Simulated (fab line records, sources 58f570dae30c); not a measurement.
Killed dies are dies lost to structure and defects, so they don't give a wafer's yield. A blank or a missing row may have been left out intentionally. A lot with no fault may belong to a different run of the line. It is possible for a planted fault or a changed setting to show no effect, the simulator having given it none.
Chamber matching | flow berkeleyCmos170 | UCB170_M1_ETCH_11 on rieDiel-04 has 4 sister chambers
The step etches BARC in N2/H2. 4 wafers are shown with their chamber, then 7 later ones without.

EACH WAFER AND ITS CHAMBER
wafer  | chamber | throttleValvePct (%)
L629.2 | 1       | 13.01
L630.4 | 2       | 13.44
L634.3 | 0       | 13.40
L634.5 | 3       | 13.31

WAFERS MISSING THEIR CHAMBER
wafer  | throttleValvePct (%)
L634.6 | 13.39
L637.1 | 13.41
L637.5 | 13.40
L637.6 | 13.45
L639.1 | 13.27
L639.4 | 13.00
L639.5 | 13.29

THE CHAMBER EACH PASSED THROUGH
wafer  | from the rows above     | in truth
L634.6 | 0                       | 0
L637.1 | can't be placed: 0 or 2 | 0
L637.5 | 0                       | 0
L637.6 | 2                       | 2
L639.1 | 3                       | 3
L639.4 | 1                       | 1
L639.5 | 3                       | 3
6 of 7 placed correctly. Cannot be placed on the basis of these rows: 1; the candidates contain the true chamber in 1. Number placed wrongly: 0.
How it was worked out, from the rows above alone: a wafer's distance from a chamber is the root of the sum, over the readings, of the square of ((its reading less the chamber's mean) divided by the reading's scatter). If the next closest chamber is less than 2 further off than the closest, the wafer can't be placed; otherwise it belongs to the closest. A chamber's mean is the mean of its shown wafers. The scatter (one wafer shown for each chamber): square how far every hidden wafer sits from the nearest shown wafer, average those squares and take the square root.
